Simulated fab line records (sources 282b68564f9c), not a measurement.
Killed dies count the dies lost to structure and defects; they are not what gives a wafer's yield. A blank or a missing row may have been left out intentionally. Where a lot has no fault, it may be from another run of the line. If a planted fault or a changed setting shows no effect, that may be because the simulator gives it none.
Which of the tools did it? | flow rit cmos | 39 wafers from 13 lots sampled at 2 of the route's 202 steps

## WHAT THE GAUGES READ, wafer by wafer
No reading from a measuring or inspecting step in the record can be judged against a usual standard deviation.

## WHICH TOOL RAN EACH LOT (tool, then ch and the chambers of the sampled wafers, then the start)
lot  | RIT_PSD_STRIP_09                    | RIT_M1_PROBE_99
L259 | plasma asher-04 ch 0,1, day 3 05:52 | -
L261 | plasma asher-01 ch 0,1, day 3 16:13 | -
L263 | plasma asher-04 ch 0,1, day 4 01:40 | -
L264 | plasma asher-04 ch 0,1, day 4 06:10 | -
L265 | plasma asher-03 ch 0,1, day 4 09:22 | -
L266 | plasma asher-03 ch 0,1, day 4 12:38 | -
L267 | plasma asher-03 ch 0,1, day 4 21:46 | -
L268 | plasma asher-03 ch 0,1, day 4 23:39 | -
L269 | plasma asher-04 ch 0,1, day 5 07:13 | -
L270 | plasma asher-03 ch 0,1, day 5 08:58 | -
L274 | plasma asher-04 ch 0,1, day 6 05:29 | prober-01, day 6 13:50
L275 | plasma asher-03 ch 0,1, day 6 14:05 | -
L276 | plasma asher-03 ch 0,1, day 6 14:57 | -
- RIT_PSD_STRIP_09: strips in O2, time 180 s.
- RIT_M1_PROBE_99

## AS READ BY THE TOOLS THEMSELVES (means over the sampled wafers that have a number; for cases with no such wafer, the mark the record gives instead)
RIT_PSD_STRIP_09. Usual: drypump motor current A 5.8 A, standard deviation 0.33; rf refl power W 6.7 W, standard deviation 1.2; run length s 207.8 s, standard deviation 0.49.
lot  | tool            | drypump motor current A (A) | rf refl power W (W) | run length s (s) | flag
L259 | plasma asher-04 | 6.0                         | 7.1                 | 207.8            |
L261 | plasma asher-01 | 5.5                         | 6.5                 | 208.4            |
L263 | plasma asher-04 | 6.0                         | 7.0                 | 207.9            |
L264 | plasma asher-04 | 6.0                         | 7.1                 | 207.8            |
L265 | plasma asher-03 | 5.8                         | 6.1                 | 207.5            |
L266 | plasma asher-03 | 5.8                         | 5.8                 | 207.4            |
L267 | plasma asher-03 | 5.8                         | 5.8                 | 207.5            |
L268 | plasma asher-03 | 5.8                         | 6.2                 | 207.4            |
L269 | plasma asher-04 | 6.0                         | 7.0                 | 207.8            |
L270 | plasma asher-03 | 5.8                         | 6.1                 | 207.4            |
L274 | plasma asher-04 | 5.7                         | 7.7                 | 117.2            | OFF
L275 | plasma asher-03 | 5.8                         | 6.1                 | 207.6            |
L276 | plasma asher-03 | 5.9                         | 7.1                 | 207.5            |

RIT_M1_PROBE_99. Usual: killed at contacts 0.1, standard deviation 0.24; killed at front end 7, standard deviation 3.2; killed dies 7, standard deviation 3.2; killed on rim 1.9, standard deviation 1.4; killed open 3.6, standard deviation 2.1; killed short 3.5, standard deviation 2.
lot  | tool      | killed at contacts | killed at front end | killed dies | killed on rim | killed open | killed short | flag
L274 | prober-01 | 0.0                | 264                 | 264         | 70.0          | 4.7         | 3.3          | OFF

## THE ANSWER, worked out from the rows above alone
Rule: lot off if the mean of its wafers having a number is beyond 3 standard deviations from the usual mean. Also off: a lot with no number at a reading for which 4 or more lots have one. The other lots that the step has rows for count as sound. Order of review: gauges by route order, followed by the tools' own readings, for which a lot's mean as printed above is used. The first step at which some lot is off is used, and at that step the reading that is off furthest; a lot without a number counts as furthest.
Off: L274 (RIT_PSD_STRIP_09, run length s).
A tool fits if, at that step or a process step before it, it ran every lot that is off, and no sound lot after the first of them. One fits: RIT_PSD_STRIP_09 on plasma asher-04. Its last sound lot is L269 (day 5 07:13), its first lot that is off L274 (day 6 05:29): a fault that began between those two fits.
On the lots that are off, the tool's own readings at RIT_PSD_STRIP_09 differ by more than 5 times the standard deviation of the sound lots' means, which bears it out; run length s reads 117.2 s there versus 207.7 s on the sound lots.

## WHAT THE SIMULATOR PUT IN
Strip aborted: plasma asher-04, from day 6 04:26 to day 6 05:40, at RIT_PSD_STRIP_09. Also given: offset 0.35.
Shown lots that were struck: L274. Same finding as the rule above.
